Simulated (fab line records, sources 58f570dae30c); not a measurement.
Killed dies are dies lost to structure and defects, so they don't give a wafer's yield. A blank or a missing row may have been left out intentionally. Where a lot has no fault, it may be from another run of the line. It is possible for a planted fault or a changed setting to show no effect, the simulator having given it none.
What tool caused it? | flow berkeleyCmos170 | 14 lots, 42 wafers sampled, at 6 steps of a route of 331

## WHAT THE GAUGES SHOWED, per wafer
UCB170_V1_CD_MEAS_90: target cd 700 nm. Usual: cdNm reads 700.6 nm (standard deviation 1.5).
lot  | measured     | on       | cdNm (nm)         | flag
L397 | day 8 08:35  | cdSem-01 | 702.0 701.5 701.5 | 
L398 | day 8 23:07  | cdSem-01 | 699.3 699.1 699.0 | 
L400 | day 9 06:41  | cdSem-01 | 700.9 700.5 701.4 | 
L399 | day 9 08:10  | cdSem-02 | 701.6 700.4 700.4 | 
L403 | day 10 03:20 | cdSem-02 | 701.2 698.5 701.4 | 
L401 | day 10 03:38 | cdSem-02 | 703.0 702.9 702.8 | 
L404 | day 11 04:46 | cdSem-01 | 700.9 701.0 700.9 | 
L409 | day 11 08:09 | cdSem-02 | 703.8 702.1 704.1 | 
L407 | day 11 09:26 | cdSem-02 | 700.4 701.3 703.6 | 
L410 | day 11 22:15 | cdSem-01 | 700.1 700.5 700.6 | 
L412 | day 12 06:30 | cdSem-01 | 702.6 702.9 701.9 | 
L413 | day 12 18:00 | cdSem-01 | 699.1 700.2 699.2 | 
L415 | day 13 00:10 | cdSem-02 | 699.7 699.4 699.4 | 
L416 | day 13 08:07 | cdSem-02 | 698.8 700.3 698.9 | 

UCB170_M2_OVL_MEAS_16. Usual: for M2_OVL the level is 0 nm and the standard deviation is 4.8.
lot  | measured     | on         | M2_OVL (nm) | flag
L397 | day 8 10:44  | overlay-02 | -8 -5 1     | 
L398 | day 9 01:23  | overlay-01 | 0 1 0       | 
L400 | day 9 08:56  | overlay-02 | 5 2 -1      | 
L399 | day 9 10:24  | overlay-01 | -11 -5 -5   | 
L403 | day 10 06:58 | overlay-02 | 6 2 -8      | 
L401 | day 10 07:47 | overlay-02 | 6 -4 7      | 
L404 | day 11 08:05 | overlay-01 | 5 3 -3      | 
L409 | day 11 11:15 | overlay-02 | -1 2 -1     | 
L407 | day 11 13:40 | overlay-02 | 1 3 5       | 
L410 | day 12 01:16 | overlay-01 | -10 -11 -6  | 
L412 | day 12 08:37 | overlay-01 | 5 -11 5     | 
L413 | day 12 21:15 | overlay-02 | -1 -6 -2    | 
L415 | day 13 04:42 | overlay-02 | -9 -3 -7    | 
L416 | day 13 11:50 | overlay-01 | 0 1 6       | 

UCB170_V2_BOW_MEAS_03. Usual: for V2_BOW the level is 35 um and the standard deviation is 7.2.
lot  | measured     | on           | V2_BOW (um) | flag
L397 | day 8 11:44  | filmMetro-02 | 20 33 22    | 
L398 | day 9 02:24  | filmMetro-02 | 29 28 34    | 
L400 | day 9 09:57  | filmMetro-04 | 32 36 42    | 
L399 | day 9 11:25  | filmMetro-01 | 44 33 43    | 
L403 | day 10 07:59 | filmMetro-04 | 47 48 42    | 
L401 | day 10 08:47 | filmMetro-01 | 41 22 31    | 
L404 | day 11 09:06 | filmMetro-02 | 13 16 22    | 
L409 | day 11 12:17 | filmMetro-04 | 31 38 41    | 
L407 | day 11 14:41 | filmMetro-01 | 15 10 20    | 
L410 | day 12 02:17 | filmMetro-04 | 25 31 30    | 
L412 | day 12 09:38 | filmMetro-04 | 36 39 33    | 
L413 | day 12 22:15 | filmMetro-04 | 41 28 31    | 
L415 | day 13 05:53 | filmMetro-01 | 47 50 43    | 
L416 | day 13 13:02 | filmMetro-04 | 38 41 40    | 

UCB170_V2_CD_MEAS_12: target cd 700 nm. Usual: cdNm reads 700.3 nm (standard deviation 1.5).
lot  | measured     | on       | cdNm (nm)         | flag
L397 | day 8 13:28  | cdSem-02 | 700.2 700.0 698.8 | 
L398 | day 9 03:53  | cdSem-01 | 700.1 698.6 698.5 | 
L400 | day 9 11:17  | cdSem-02 | 702.6 701.0 701.3 | 
L399 | day 9 12:37  | cdSem-01 | 699.1 700.3 698.8 | 
L403 | day 10 09:11 | cdSem-02 | 699.7 699.2 700.5 | 
L401 | day 10 10:07 | cdSem-02 | 700.0 700.9 700.0 | 
L404 | day 11 10:43 | cdSem-02 | 702.7 701.1 700.6 | 
L409 | day 11 15:35 | cdSem-02 | 700.9 702.4 702.2 | 
L407 | day 11 16:38 | cdSem-01 | 698.9 698.9 700.4 | 
L410 | day 12 03:55 | cdSem-02 | 698.3 698.5 697.6 | 
L412 | day 12 11:02 | cdSem-02 | 697.5 698.0 697.6 | 
L413 | day 12 23:28 | cdSem-01 | 703.0 702.3 702.0 | 
L415 | day 13 07:46 | cdSem-01 | 698.9 699.5 698.0 | 
L416 | day 13 14:14 | cdSem-02 | 699.8 700.0 702.4 | 

UCB170_V2_CD_MEAS_90: target cd 700 nm. Usual: cdNm reads 700.6 nm (standard deviation 1.7).
lot  | measured     | on       | cdNm (nm)         | flag
L397 | day 8 13:54  | cdSem-01 | 701.4 700.8 699.6 | 
L398 | day 9 04:20  | cdSem-02 | 700.6 697.8 699.0 | 
L400 | day 9 11:43  | cdSem-01 | 703.2 701.2 700.6 | 
L399 | day 9 13:04  | cdSem-01 | 699.2 701.4 699.0 | 
L403 | day 10 09:37 | cdSem-01 | 700.8 700.1 700.4 | 
L401 | day 10 10:33 | cdSem-01 | 700.6 699.4 699.9 | 
L404 | day 11 11:12 | cdSem-02 | - - -             | OFF
L409 | day 11 16:01 | cdSem-02 | 700.9 704.9 703.3 | 
L407 | day 11 17:04 | cdSem-02 | - - -             | OFF
L410 | day 12 04:20 | cdSem-01 | 698.7 698.9 698.6 | 
L412 | day 12 11:34 | cdSem-01 | 698.9 699.2 697.9 | 
L413 | day 12 23:54 | cdSem-01 | 703.4 704.1 703.3 | 
L415 | day 13 08:13 | cdSem-01 | 699.2 701.0 698.3 | 
L416 | day 13 14:40 | cdSem-01 | 699.6 701.1 701.9 | 

## EACH LOT AND THE TOOL THAT RAN IT (in order: tool; ch and the chambers of the sampled wafers; start)
lot  | UCB170_V2_CVD_00
L397 | pecvd-03 ch 0,1,2, day 8 11:13
L398 | pecvd-03 ch 0,2, day 9 01:52
L400 | pecvd-01 ch 0,1,2, day 9 09:25
L399 | pecvd-03 ch 0,1,2, day 9 10:52
L403 | pecvd-04 ch 0,1,2, day 10 07:27
L401 | pecvd-01 ch 0,1,2, day 10 08:17
L404 | pecvd-01 ch 1,2, day 11 08:34
L409 | pecvd-03 ch 0,1, day 11 11:43
L407 | pecvd-01 ch 0,1,2, day 11 14:09
L410 | pecvd-01 ch 0,1,2, day 12 01:46
L412 | pecvd-04 ch 0,1,2, day 12 09:06
L413 | pecvd-04 ch 0,2, day 12 21:44
L415 | pecvd-04 ch 0,1,2, day 13 05:23
L416 | pecvd-03 ch 0,2, day 13 12:31
- UCB170_V2_CVD_00: deposits SiO2 from TEOS/O2, target thk 2000 nm, time 250 s.

## WHAT THE TOOLS THEMSELVES READ (means of the sampled wafers that have a number; where no wafer has one, the mark that the record gives instead)
UCB170_V2_CVD_00. Usual: heaterPowerW 278 W, standard deviation 66; pressureMtorr 9003 mTorr, standard deviation 18.
lot  | tool     | heaterPowerW (W) | pressureMtorr (mTorr) | flag
L397 | pecvd-03 | 231              | 8993                  | 
L398 | pecvd-03 | 252              | 8980                  | 
L400 | pecvd-01 | 248              | 9009                  | 
L399 | pecvd-03 | 275              | 8995                  | 
L403 | pecvd-04 | 316              | 9002                  | 
L401 | pecvd-01 | 264              | 9024                  | 
L404 | pecvd-01 | -                | -                     | OFF
L409 | pecvd-03 | 249              | 9017                  | 
L407 | pecvd-01 | -                | -                     | OFF
L410 | pecvd-01 | 242              | 8993                  | 
L412 | pecvd-04 | 384              | 9007                  | 
L413 | pecvd-04 | 294              | 9012                  | 
L415 | pecvd-04 | 333              | 9011                  | 
L416 | pecvd-03 | 241              | 9007                  | 

## THE ANSWER, worked out from the rows above alone
Rule: a lot is off if the mean of its wafers that have a number lies more than 3 standard deviations from the usual mean. Also off: a lot with no number at a reading for which 4 or more lots have one. The other lots that the step has rows for count as sound. Order of review: gauges by route order, followed by the tools' own readings, for which a lot's mean as printed above is used. At the first step where some lot is off, the reading lying furthest off is the one used; lots without a number count as furthest.
Off, at UCB170_V2_CD_MEAS_90 on cdNm: L404, L407. Without a number there: L404, L407.
If a tool, at a process step before that reading, ran all the lots that are off and no sound lot after the first of them, it fits. Not tried: the gauges at UCB170_V2_CD_MEAS_90; whatever is off there is also off at UCB170_V2_CVD_00, on other tools, and gauge error can't account for it. Of those tried, none fits.

## WHAT THE SIMULATOR HAD PUT IN
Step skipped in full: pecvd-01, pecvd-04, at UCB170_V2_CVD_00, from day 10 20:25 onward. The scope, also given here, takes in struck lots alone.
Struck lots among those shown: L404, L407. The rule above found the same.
